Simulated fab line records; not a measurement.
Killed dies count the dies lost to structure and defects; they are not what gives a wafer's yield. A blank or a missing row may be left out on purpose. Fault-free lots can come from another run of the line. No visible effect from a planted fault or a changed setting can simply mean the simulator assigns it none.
Comparing a struck lot with a sound one	flow berkeley_cmos170	14 out of 331 route steps
Sound: these wafers, L623.1, L623.3, L623.5. The struck wafers were L620.1, L620.2, L620.6. At the end, the cause is stated.
Each step with rows lists, per side, the tool, then ch with its chambers, then its first start. Under that, the readings that differ: sound wafers	struck wafers	difference of the means	sigmas: that difference in standard deviations of wafers without a fault.
alike: readings with means less than 2 such deviations apart, plus words and numbers identical on both sides. not compared: withheld readings, readings lacking a value on some wafer, bounds such as >300 that could conceal the same value, and numbers that have no deviation in the record and whose values overlap.
A row with sigmas, a row that says differs or no value, or rows on one side alone: a step with any of these is where the two part. Numbers that don't overlap but have no deviation are shown without sigmas and don't part them. A reading missing from all wafers of one side parts the sides only when that side holds two or more wafers.

UCB170_FIELD_THK_MEAS_90:
  sound on film_metro-03, day 8 00:24; struck on film_metro-03, day 7 06:50
  alike: FIELD_OXIDE_LEFT_1_THK
then, 2 steps without rows for these wafers: UCB170_SACOX_CLEAN_00 (cleans in dHF, time 7.5 s); UCB170_SACOX_OXIDATION_01 (target thk 14.4 nm, ox time 2400 s).
UCB170_SACOX_THK_MEAS_02:
  sound on film_metro-02, day 8 04:29; struck on film_metro-01, day 7 09:59
reading	sound	struck	difference	sigmas
SACOX_OXIDE_THK (nm)	15.13 14.99 15.15	14.61 14.46 14.45	-0.58	-2
then, 2 steps without rows for these wafers: UCB170_SCREENOX_WET_ETCH_00 (etches SiO2 in dHF, time 200 s); UCB170_SCREENOX_OXIDATION_01 (target thk 14.4 nm, ox time 2400 s).
UCB170_SCREENOX_THK_MEAS_02:
  sound on film_metro-02, day 8 09:38; struck on film_metro-02, day 7 12:50
  alike: SCREENOX_OXIDE_THK
then, 5 steps without rows for these wafers: UCB170_SCREENOX_ANNEAL_03 (time 900 s); UCB170_NVT_HMDS_00 (prime time 60 s); UCB170_NVT_COAT_01 (resist thk 900 nm); UCB170_NVT_SOFTBAKE_02 (time 60 s); UCB170_NVT_EXPOSE_03 (exposes mask PWELL, target cd 3000 nm).
UCB170_NVT_PEB_04:
  sound on litho_track-02 ch 0, day 8 17:07; struck on litho_track-02, day 7 17:02
  no value came back on the struck wafers for chill_plate_temp_C (C), exhaust_pa (Pa); on the sound wafers chill_plate_temp_C (C) reads 23.15 23.22 23.14
then, 1 step without rows for these wafers: UCB170_NVT_DEVELOP_05 (develop time 45 s).

WHERE THEY PART
Last at UCB170_NVT_PEB_04 as far as this record goes, first at UCB170_SACOX_THK_MEAS_02.

WHY: what had been put in by the simulator
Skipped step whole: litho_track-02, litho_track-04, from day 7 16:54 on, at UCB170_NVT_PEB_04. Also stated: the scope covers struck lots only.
